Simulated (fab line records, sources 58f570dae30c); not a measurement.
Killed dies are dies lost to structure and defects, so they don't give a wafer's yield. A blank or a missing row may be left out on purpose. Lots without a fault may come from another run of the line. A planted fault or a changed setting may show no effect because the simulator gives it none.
Split-lot experiment | flow berkeley_cmos170 | 5 lots, 27 wafers read, on a route of 331 steps

THE SPLIT
At UCB170_PWELL_ETCH_14 (etches Si3N4 in CH3F/Ar/O2, stops on SiO2, target depth 242 nm, time 151 s), the setting time_s was moved away from the recipe's 151 s on 9 of the 27 wafers read, by -46.6% to +55.0%. The other wafers ran this setting at the recipe's value.

The reading is taken at the split's own step.

THE READING
KrF_of_PWELL_COAT_08.thk_nm (the simulator's own value, which no gauge read), in nm, at UCB170_PWELL_ETCH_14 (etches Si3N4 in CH3F/Ar/O2, stops on SiO2, target depth 242 nm, time 151 s). The file gives no usual value for it. The 18 wafers here that ran the recipe average 725.9 nm, standard deviation 4 nm.

wafer  | tool, chamber at the split | time_s as run, s | against the recipe | KrF_of_PWELL_COAT_08.thk_nm, nm | against lot-mates on the recipe
L078.1 | rie_diel-03, 1             | 151              | recipe             | 726.6                           | -
L078.2 | rie_diel-03, 2             | 151              | recipe             | 725.5                           | -
L078.3 | rie_diel-03, 0             | 151              | recipe             | 723.9                           | -
L078.4 | rie_diel-03, 1             | 151              | recipe             | 728.5                           | -
L078.5 | rie_diel-03, 2             | 151              | recipe             | 728                             | -
L078.6 | rie_diel-03, 0             | 151              | recipe             | 722.6                           | -
L077.1 | rie_diel-04, 1             | 234.1            | +55.0%             | 625                             | -95.0
L077.2 | rie_diel-04, 0             | 151              | recipe             | 719.4                           | -
L077.3 | rie_diel-04, 3             | 151              | recipe             | 719                             | -
L077.4 | rie_diel-04, 2             | 234.1            | +55.0%             | 625.9                           | -94.1
L077.5 | rie_diel-04, 3             | 151              | recipe             | 721.5                           | -
L077.6 | rie_diel-04, 0             | 234.1            | +55.0%             | 629.5                           | -90.5
L081.1 | rie_diel-03, 0             | 151              | recipe             | 723.6                           | -
L081.2 | rie_diel-03, 1             | 151              | recipe             | 731.7                           | -
L081.3 | rie_diel-03, 2             | 151              | recipe             | 734.1                           | -
L081.4 | rie_diel-03, 3             | 80.67            | -46.6%             | 807.4                           | +77.6
L081.5 | rie_diel-03, 0             | 80.67            | -46.6%             | 802                             | +72.2
L081.6 | rie_diel-03, 3             | 80.67            | -46.6%             | 804.7                           | +74.9
L083.2 | rie_diel-03, 3             | 151              | recipe             | 728.4                           | -
L083.3 | rie_diel-03, 1             | 151              | recipe             | 727.5                           | -
L083.6 | rie_diel-03, 1             | 151              | recipe             | 728.8                           | -
L085.1 | rie_diel-04, 3             | 113.2            | -25.0%             | 764.6                           | +38.7
L085.2 | rie_diel-04, 1             | 151              | recipe             | 728.7                           | -
L085.3 | rie_diel-04, 2             | 113.2            | -25.0%             | 768.1                           | +42.2
L085.4 | rie_diel-04, 0             | 113.2            | -25.0%             | 766.5                           | +40.6
L085.5 | rie_diel-04, 2             | 151              | recipe             | 722                             | -
L085.6 | rie_diel-04, 3             | 151              | recipe             | 727                             | -

THE FIT
A straight line over all 27 wafers: KrF_of_PWELL_COAT_08.thk_nm changes by -1.74 nm for each +1% of time_s; r = -1.00; the points scatter about the line by 3.8 nm.
The same after taking each lot's own level away (the mean of its wafers on the recipe; 27 wafers): -1.65 nm for each +1%; r = -1.00; scatter 2.6 nm.
On that fit, the largest move of time_s shifts the reading by 91 nm.
The lots' own levels span 719.97 to 729.80 nm, that is 2.5 times the standard deviation above.
So the lot-to-lot level changes the slope little: the two slopes agree.
Check: with one of the wafers moved furthest among these (+55.0%) left out of the fit, the line predicts -90.7 nm for it against its lot-mates. It came out at -95 nm against them.

OTHER SPLITS ON THESE WAFERS
These wafers also went through other splits before the reading. Each is held against what the fit with the lots' levels taken away leaves over:
other split on the same wafers      | wafers away from the commonest value | r with KrF_of_PWELL_COAT_08.thk_nm (lot level and that fit taken away)
UCB170_NWELL_OXIDATION_01 ox_time_s | 12                                   | -0.04

THE WHOLE CHAIN: every reading that the file lists as answering this split, in the file's order
step                  | what it does                                                               | reading                                                                            | change (the file's fit)                                                              | r (the file's)
UCB170_PWELL_ETCH_14  | etches Si3N4 in CH3F/Ar/O2, stops on SiO2, target depth 242 nm, time 151 s | etch.depth_nm (the simulator's own value, which no gauge read)                     | not straight: 128.2 at the lowest setting, 219.4 at the recipe, 219.1 at the highest | not given
UCB170_PWELL_ETCH_14  | etches Si3N4 in CH3F/Ar/O2, stops on SiO2, target depth 242 nm, time 151 s | KrF_of_PWELL_COAT_08.thk_nm (the simulator's own value, which no gauge read)       | -1.65 nm for each +1% of the setting                                                 | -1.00
UCB170_PWELL_ETCH_14  | etches Si3N4 in CH3F/Ar/O2, stops on SiO2, target depth 242 nm, time 151 s | SiO2_of_PWELL_OXIDATION_02.thk_nm (the simulator's own value, which no gauge read) | not straight: 24.34 at the lowest setting, 23 at the recipe, 0 at the highest        | not given
UCB170_PWELL_STRIP_16 | strips in O2                                                               | strip_time_to_endpoint_s                                                           | withheld for each +1% of the setting                                                 | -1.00

THE FILE'S OWN FIT
KrF_of_PWELL_COAT_08.thk_nm changes by -1.65 nm for each +1% of time_s, r = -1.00.
